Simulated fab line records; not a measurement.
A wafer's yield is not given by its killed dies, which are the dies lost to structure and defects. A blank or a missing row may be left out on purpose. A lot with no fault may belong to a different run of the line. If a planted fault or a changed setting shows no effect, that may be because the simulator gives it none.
Which of the tools did it? ; flow rit cmos ; Sampling: 14 lots, 42 wafers, 2 of 202 route steps

## WHAT THE GAUGES READ, wafer by wafer
No reading from a measuring or inspecting step in the record can be judged against a usual standard deviation.

## WHICH TOOL RAN EACH LOT (tool, then ch and the chambers of the sampled wafers, then the start)
lot;RIT_M1_STRIP_14;RIT_M1_PROBE_99
L945;plasma asher-04 ch 0,1, day 3 20:16;prober-02, day 3 22:10
L947;plasma asher-03 ch 0,1, day 4 00:16;prober-01, day 4 02:14
L946;plasma asher-03 ch 0,1, day 4 01:58;prober-02, day 4 03:53
L948;plasma asher-03 ch 0,1, day 4 06:56;prober-01, day 4 08:51
L949;plasma asher-03 ch 0,1, day 4 11:29;prober-02, day 4 13:28
L950;plasma asher-03 ch 0,1, day 4 16:50;prober-01, day 4 18:48
L951;plasma asher-02 ch 0,1, day 4 18:58;prober-02, day 4 20:52
L953;plasma asher-03 ch 0,1, day 5 05:40;prober-02, day 5 07:35
L956;plasma asher-02 ch 0,1, day 5 19:34;prober-01, day 5 21:29
L957;plasma asher-02 ch 0, day 6 00:41;prober-02, day 6 02:39
L965;plasma asher-03 ch 0,1, day 7 15:13;prober-02, day 7 17:17
L966;plasma asher-03 ch 0,1, day 7 21:28;prober-01, day 7 23:25
L967;plasma asher-04 ch 0,1, day 8 02:44;prober-02, day 8 04:38
L968;plasma asher-04 ch 0,1, day 8 07:44;prober-01, day 8 09:40
- RIT_M1_STRIP_14: strips in O2, time 180 s.
- RIT_M1_PROBE_99

## AS READ BY THE TOOLS THEMSELVES (means over the sampled wafers that have a number; for cases with no such wafer, the mark the record gives instead)
RIT_M1_STRIP_14. Usual: drypump motor current A 5.8 A, standard deviation 0.5; run length s 208.4 s, standard deviation 0.55.
lot;tool;drypump motor current A (A);run length s (s);flag
L945;plasma asher-04;5.5;207.8;
L947;plasma asher-03;6.2;208.6;
L946;plasma asher-03;6.4;209.0;
L948;plasma asher-03;6.4;209.1;
L949;plasma asher-03;6.2;209.2;
L950;plasma asher-03;6.2;208.8;
L951;plasma asher-02;5.5;208.1;
L953;plasma asher-03;6.4;209.0;
L956;plasma asher-02;5.5;208.1;
L957;plasma asher-02;5.6;208.4;
L965;plasma asher-03;6.4;219.0;OFF
L966;plasma asher-03;6.2;218.9;OFF
L967;plasma asher-04;5.5;207.8;
L968;plasma asher-04;5.4;207.8;

RIT_M1_PROBE_99. Usual: defect limited yield 97.5 %, standard deviation 1.2; killed at contacts 0.0, standard deviation 0.18; killed at front end 7, standard deviation 3; killed dies 7, standard deviation 3; killed on rim 2, standard deviation 1.4; killed open 3.6, standard deviation 1.9; killed short 3.2, standard deviation 1.8; sort_bin_3_pad_short 0.1 %, standard deviation 0.22; sort_bin_5_function 1.4 %, standard deviation 0.77; sort_bin_6_memory 1.0 %, standard deviation 0.63; sort n pass 257, standard deviation 3; sort yield pct 97.5 %, standard deviation 1.2.
lot;tool;defect limited yield (%);killed at contacts;killed at front end;killed dies;killed on rim;killed open;killed short;sort_bin_3_pad_short (%);sort_bin_5_function (%);sort_bin_6_memory (%);sort n pass;sort yield pct (%);flag
L945;prober-02;96.6;0.0;9;9;3;4.7;4.3;0.3;1.4;1.8;255;96.6;
L947;prober-01;98.6;0.0;4;4;1;2.3;1.3;0.1;1.0;0.3;260;98.6;
L946;prober-02;96.3;0.0;10;10;4;5.7;4.0;0.0;1.9;1.8;254;96.3;
L948;prober-01;96.6;0.0;9;9;2;5.7;3.3;0.3;2.2;1.0;255;96.6;
L949;prober-02;98.8;0.0;3;3;0;2.7;0.7;0.1;0.8;0.4;261;98.8;
L950;prober-01;97.6;0.0;6;6;1;3.7;2.7;0.1;1.4;0.9;258;97.6;
L951;prober-02;97.5;0.0;7;7;2;4.3;2.3;0.0;1.5;1.0;257;97.5;
L953;prober-02;98.1;0.0;5;5;2;2.7;2.3;0.0;0.9;1.0;259;98.1;
L956;prober-01;97.7;0.0;6;6;1;3.3;2.7;0.1;0.9;1.3;258;97.7;
L957;prober-02;98.1;0.0;5;5;2;2.3;2.7;0.0;1.4;0.5;259;98.1;
L965;prober-02;97.7;0.3;6;6;2;2.7;3.3;0.0;1.0;1.3;258;97.7;
L966;prober-01;97.1;0.0;8;8;2;5.3;2.3;0.1;2.3;0.5;256;97.1;
L967;prober-02;98.4;0.0;4;4;1;2.3;2.0;0.1;0.9;0.6;260;98.4;
L968;prober-01;97.9;0.0;6;6;1;3.3;2.3;0.0;1.1;1.0;258;97.9;

## THE ANSWER, worked out from the rows above alone
Rule: a lot is off if the mean of its wafers that have a number lies more than 3 standard deviations from the usual mean. A lot without any number at a reading at which 4 lots or more have one is off too. All remaining lots with rows at the step are treated as sound. First the gauges in route order, then the tools' own readings, where a lot's mean is used as printed above. At the first step where some lot is off, the reading lying furthest off is the one used; lots without a number count as furthest.
Off: L965, L966 (RIT_M1_STRIP_14, run length s).
A tool fits if, at that step or a process step before it, it ran every lot that is off, and no sound lot after the first of them. One fits: plasma asher-03 at RIT_M1_STRIP_14. A fault onset in the window from L953 (day 5 05:40, its last sound lot) to L965 (day 7 15:13, its first lot off) fits.
The tool's own readings at RIT_M1_STRIP_14 bear it out: on the lots that are off they differ by more than 5 times the standard deviation of the sound lots' means. run length s reads 218.9 s there against 208.5 s on the sound lots.

## WHAT THE SIMULATOR HAD INSERTED
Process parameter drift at RIT_M1_STRIP_14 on plasma asher-03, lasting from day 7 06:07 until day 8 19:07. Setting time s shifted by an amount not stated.
Shown lots that were struck: L965, L966. The rule above reached the same finding.
